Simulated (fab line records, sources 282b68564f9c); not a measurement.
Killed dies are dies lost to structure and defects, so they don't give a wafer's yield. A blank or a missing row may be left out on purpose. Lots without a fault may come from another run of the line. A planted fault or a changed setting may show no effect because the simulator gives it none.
Split-lot experiment | flow rit_cmos | 5 lots, 23 wafers read, on a route of 202 steps

THE SPLIT
At RIT_NSD_IMPLANT_08, the setting dose_cm2 was moved away from the recipe's 1e+15 on 5 of the 23 wafers read, by -5.0% to +3.1%. The other wafers ran this setting at the recipe's value.

FROM THE SPLIT TO THE READING: what the file shows between them, 3 steps
- RIT_PSD_DEVELOP_05: develop time 50 s (also split here: develop_time_s)
- RIT_PSD_HARDBAKE_07: time 60 s
- RIT_SDANNEAL_RTA_03: time 5 s

THE READING
NSD_RS, in ohm/sq, at RIT_SDANNEAL_RS_MEAS_05 (measures by four-point-probe). Fault-free wafers of this fab line usually give 84.62 ohm/sq, standard deviation 0.24 ohm/sq.

wafer  | tool, chamber at the split | dose_cm2 as run | against the recipe | NSD_RS, ohm/sq | against lot-mates on the recipe
L074.1 | implanter-03, 0            | 1e+15           | recipe             | 84.76          | -
L074.2 | implanter-03, 0            | 1e+15           | recipe             | 84.64          | -
L074.3 | implanter-03, 0            | 1e+15           | recipe             | 84.73          | -
L074.4 | implanter-03, 0            | 1e+15           | recipe             | 84.87          | -
L074.6 | implanter-03, 0            | 1e+15           | recipe             | 84.83          | -
L077.1 | implanter-03, 0            | 1e+15           | recipe             | 84.54          | -
L077.2 | implanter-03, 0            | 9.501e+14       | -5.0%              | 87.77          | +3.31
L077.3 | implanter-03, 0            | 9.501e+14       | -5.0%              | 87.92          | +3.46
L077.4 | implanter-03, 0            | 1e+15           | recipe             | 84.60          | -
L077.6 | implanter-03, 0            | 1e+15           | recipe             | 84.25          | -
L078.1 | implanter-01, 0            | 1e+15           | recipe             | 85.11          | -
L078.2 | implanter-01, 0            | 1.031e+15       | +3.1%              | 83.07          | -1.98
L078.3 | implanter-01, 0            | 1e+15           | recipe             | 84.99          | -
L078.4 | implanter-01, 0            | 1.031e+15       | +3.1%              | 82.71          | -2.34
L078.5 | implanter-01, 0            | 1.031e+15       | +3.1%              | 82.78          | -2.27
L079.2 | implanter-01, 0            | 1e+15           | recipe             | 84.54          | -
L079.5 | implanter-01, 0            | 1e+15           | recipe             | 84.33          | -
L079.6 | implanter-01, 0            | 1e+15           | recipe             | 84.51          | -
L081.1 | implanter-04, 0            | 1e+15           | recipe             | 84.46          | -
L081.2 | implanter-04, 0            | 1e+15           | recipe             | 84.53          | -
L081.3 | implanter-04, 0            | 1e+15           | recipe             | 84.76          | -
L081.4 | implanter-04, 0            | 1e+15           | recipe             | 84.53          | -
L081.5 | implanter-04, 0            | 1e+15           | recipe             | 84.37          | -

THE FIT
A straight line over all 23 wafers: NSD_RS changes by -0.618 ohm/sq for each +1% of dose_cm2; r = -0.98; the points scatter about the line by 0.22 ohm/sq.
The same after taking each lot's own level away (the mean of its wafers on the recipe; 23 wafers): -0.689 ohm/sq for each +1%; r = -1.00; scatter 0.12 ohm/sq.
On that fit, the largest move of dose_cm2 shifts the reading by 3.4 ohm/sq.
The lots' own levels span 84.460 to 85.050 ohm/sq, that is 2.5 times the standard deviation above.
So the lot-to-lot level changes the slope: the two fits differ.
Check: with one of the wafers moved furthest among these (-5.0%) left out of the fit, the line predicts +3.49 ohm/sq for it against its lot-mates. It came out at +3.31 ohm/sq against them.

OTHER SPLITS ON THESE WAFERS
These wafers also went through other splits before the reading. Each is held against what the fit with the lots' levels taken away leaves over:
other split on the same wafers    | wafers away from the commonest value | r with NSD_RS (lot level and that fit taken away)
RIT_REOX_OXIDATION_03 temp_c      | 15                                   | +0.08
RIT_NLDD_IMPLANT_08 energy_kev    | 9                                    | -0.07
RIT_PLDD_SOFTBAKE_02 temp_c       | 5                                    | +0.06
RIT_PLDD_IMPLANT_08 dose_cm2      | 6                                    | +0.07
RIT_NSD_COAT_01 spin_rpm          | 10                                   | +0.01
RIT_PSD_DEVELOP_05 develop_time_s | 12                                   | -0.09

THE FILE'S OWN FIT
NSD_RS changes by -0.685 ohm/sq for each +1% of dose_cm2, r = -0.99.
